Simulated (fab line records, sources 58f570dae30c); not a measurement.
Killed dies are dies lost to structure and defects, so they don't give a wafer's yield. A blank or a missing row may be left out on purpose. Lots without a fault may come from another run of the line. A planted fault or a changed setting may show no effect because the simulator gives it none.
A struck lot beside a sound one | flow berkeley_cmos170 | 18 steps out of a route of 331
Sound: wafers L520.1, L520.4, L520.5. Struck: wafers L528.1, L528.3, L528.4. The cause comes at the end.
At each step with rows: each side's tool, then ch and its chambers, then its first start. Under that, the readings that differ: sound wafers | struck wafers | difference of the means | sigmas: that difference in standard deviations of wafers without a fault.
alike: readings whose means differ by less than 2 such deviations, and words and numbers that are the same on both sides. not compared: withheld readings, readings that some wafer has no value for, bounds like >300 that may hide the same value, and numbers for which the record gives no deviation and whose values overlap.
The two part at a step that has a row with sigmas, a row that says differs or no value, or rows on one side only. Numbers that don't overlap but have no deviation are shown without sigmas and don't part them. A reading that every wafer of one side lacks parts them only if that side has two wafers or more.

first, 2 steps without rows for these wafers: UCB170_NVT_PEB_04; UCB170_NVT_DEVELOP_05 (develop time 45 s).
UCB170_NVT_OVL_MEAS_06:
  sound on overlay-02, day 7 12:08; struck on overlay-02, day 9 09:16
  alike: NVT_OVL
then, 1 step without rows for these wafers: UCB170_NVT_IMPLANT_07.
UCB170_NVT_STRIP_08: strips in O2.
  sound on plasma_asher-02 ch 0,1, day 7 12:19; struck on plasma_asher-01 ch 0,1, day 9 09:27
  reading                      | sound             | struck            | difference | sigmas
  drypump_motor_current_A (A)  | 6.5 5.8 6.5       | 5.1 5.5 5.1       | -1.0       | -2
  strip_time_to_endpoint_s (s) | 21.70 21.72 21.69 | 21.51 21.56 21.52 | -0.17      | -3
  alike: oes_product_au
  not compared: rf_hours_counter_h
UCB170_NVT_TW_MEAS_09:
  sound on film_metro-04, day 7 12:26; struck on film_metro-01, day 9 09:33
  alike: NVT_TW
then, 6 steps without rows for these wafers: UCB170_NVT_CLEAN_10 (cleans in SPM, time 600 s); UCB170_PVT_HMDS_00 (prime time 60 s); UCB170_PVT_COAT_01 (resist thk 900 nm); UCB170_PVT_SOFTBAKE_02 (time 60 s); UCB170_PVT_EXPOSE_03 (exposes mask NWELL, target cd 3000 nm); UCB170_PVT_PEB_04.
UCB170_PVT_DEVELOP_05: develop time 45 s.
  sound on litho_track-01 ch 0, day 7 13:00; struck on litho_track-01 ch 0, day 9 10:00
UCB170_PVT_OVL_MEAS_06:
  sound on overlay-01, day 7 14:02; struck on overlay-02, day 9 10:38
  alike: PVT_OVL
then, 1 step without rows for these wafers: UCB170_PVT_IMPLANT_07.
UCB170_PVT_STRIP_08: strips in O2.
  sound on plasma_asher-04 ch 0,1, day 7 14:13; struck on plasma_asher-04 ch 0,1, day 9 10:49
  alike: drypump_motor_current_A, oes_product_au, strip_time_to_endpoint_s
  not compared: rf_hours_counter_h
UCB170_PVT_TW_MEAS_09:
  sound on film_metro-04, day 7 14:19; struck on film_metro-02, day 9 10:55
  reading | sound       | struck   | difference | sigmas
  PVT_TW  | 504 507 507 | 32 32 32 | -474       | -75
then, 1 step without rows for these wafers: UCB170_GATE_WET_ETCH_00 (etches SiO2 in dHF, time 200 s).

WHERE THEY PART
First at UCB170_NVT_STRIP_08; last, within this record, at UCB170_PVT_TW_MEAS_09.

WHY: what the simulator had put in
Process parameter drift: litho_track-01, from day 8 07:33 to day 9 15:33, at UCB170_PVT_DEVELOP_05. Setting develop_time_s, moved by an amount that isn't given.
